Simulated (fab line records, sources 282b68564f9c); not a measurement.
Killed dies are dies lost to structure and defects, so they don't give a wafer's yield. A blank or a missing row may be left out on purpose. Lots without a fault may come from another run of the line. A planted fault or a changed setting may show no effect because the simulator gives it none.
A struck lot beside a sound one | flow rit_cmos | 18 steps out of a route of 202
Sound: wafers L900.2, L900.3, L900.5. Struck: wafers L901.1, L901.2, L901.6. The cause comes at the end.
At each step with rows: each side's tool, then ch and its chambers, then its first start. Under that, the readings that differ: sound wafers | struck wafers | difference of the means | sigmas: that difference in standard deviations of wafers without a fault.
alike: readings whose means differ by less than 2 such deviations, and words and numbers that are the same on both sides. not compared: withheld readings, readings that some wafer has no value for, bounds like >300 that may hide the same value, and numbers for which the record gives no deviation and whose values overlap.
The two part at a step that has a row with sigmas, a row that says differs or no value, or rows on one side only. Numbers that don't overlap but have no deviation are shown without sigmas and don't part them. A reading that every wafer of one side lacks parts them only if that side has two wafers or more.

first, 4 steps without rows for these wafers: RIT_PSD_SOFTBAKE_02 (time 60 s); RIT_PSD_EXPOSE_03 (exposes mask M10, target cd 40900 nm); RIT_PSD_PEB_04; RIT_PSD_DEVELOP_05 (develop time 50 s).
RIT_PSD_OVL_MEAS_06:
  sound on overlay-01, day 3 23:59; struck on overlay-01, day 4 02:20
  alike: PSD_OVL
then, 2 steps without rows for these wafers: RIT_PSD_HARDBAKE_07 (time 60 s); RIT_PSD_IMPLANT_08.
RIT_PSD_STRIP_09: strips in O2, time 180 s.
  sound on plasma_asher-03 ch 0,1, day 4 00:20; struck on plasma_asher-03 ch 0,1, day 4 02:40
  alike: drypump_motor_current_A
  not compared: rf_hours_counter_h
RIT_PSD_TW_MEAS_10:
  sound on film_metro-01, day 4 00:31; struck on film_metro-01, day 4 02:51
  alike: PSD_TW
then, 3 steps without rows for these wafers: RIT_SDANNEAL_CLEAN_00 (cleans in SC1, time 600 s); RIT_SDANNEAL_CLEAN_01 (cleans in dHF, time 30 s); RIT_SDANNEAL_CLEAN_02 (cleans in SC2, time 612.6 s).
RIT_SDANNEAL_RTA_03: time 5 s.
  sound on rtp_anneal-02 ch 0, day 4 01:08; struck on rtp_anneal-01 ch 0, day 4 03:27
  alike: chamber_o2_ppm, wafer_temp_C_max
RIT_SDANNEAL_RS_MEAS_04: measures by four-point-probe.
  sound on film_metro-02, day 4 01:12; struck on film_metro-02, day 4 03:31
  reading         | sound                | struck               | difference | sigmas
  PSD_RS (ohm/sq) | 115.99 115.66 116.11 | 113.82 113.83 113.70 | -2.14      | -8
RIT_SDANNEAL_RS_MEAS_05: measures by four-point-probe.
  sound on film_metro-02, day 4 01:19; struck on film_metro-02, day 4 03:38
  reading         | sound             | struck            | difference | sigmas
  NSD_RS (ohm/sq) | 84.86 84.62 84.78 | 84.05 83.93 84.09 | -0.73      | -3
RIT_SDANNEAL_RS_MEAS_06: measures by four-point-probe.
  sound on film_metro-02, day 4 01:26; struck on film_metro-02, day 4 03:45
  reading          | sound             | struck            | difference | sigmas
  PLDD_RS (ohm/sq) | 177.5 177.4 177.2 | 175.5 174.3 174.8 | -2.5       | -5
RIT_SDANNEAL_RS_MEAS_07: measures by four-point-probe.
  sound on film_metro-02, day 4 01:34; struck on film_metro-02, day 4 03:52
  alike: NLDD_RS
RIT_M1_PROBE_99:
  sound on prober-01, day 4 08:41; struck on prober-02, day 4 11:11
  reading                                    | sound                | struck               | difference | sigmas
  model.etest.pmos_turned.drive_ua_um        | 196.5 186.2 183.1    | 211.8 217.6 215.1    | +26.2      |
  model.etest.pmos_0p15.drive_ua_um          | 261.9 251.8 249.9    | 270 278.7 277        | +21        |
  model.etest.pmos_0p15.off_log10_a_um       | -10.13 -10.41 -10.6  | -9.846 -9.764 -9.868 | +0.554     |
  model.etest.retro_edge_pmos.off_log10_a_um | -10.15 -10.21 -10.42 | -9.659 -9.543 -9.719 | +0.620     |
  model.etest.ring.quiet_log10_a (angstrom)  | -7.467 -7.717 -7.793 | -7.447 -7.379 -7.454 | +0.232     |
  model.etest.vpnp.gain                      | 1.073 1.093 1.091    | 1.124 1.135 1.109    | +0.037     |
  model.etest.diode_pplus_comb.cj_ff_um2     | 1.967 1.977 1.969    | 2.014 2.017 2.022    | +0.047     |
  alike: killed_at_contacts, killed_at_front_end, killed_dies, killed_open, killed_short
  not compared: model.etest.contact_nplus.end_ohm_um

WHERE THEY PART
First at RIT_SDANNEAL_RS_MEAS_04; last, within this record, at RIT_SDANNEAL_RS_MEAS_06. Later steps at which nothing parts them and some readings are alike: RIT_SDANNEAL_RS_MEAS_07, RIT_M1_PROBE_99.

WHY: what the simulator had put in
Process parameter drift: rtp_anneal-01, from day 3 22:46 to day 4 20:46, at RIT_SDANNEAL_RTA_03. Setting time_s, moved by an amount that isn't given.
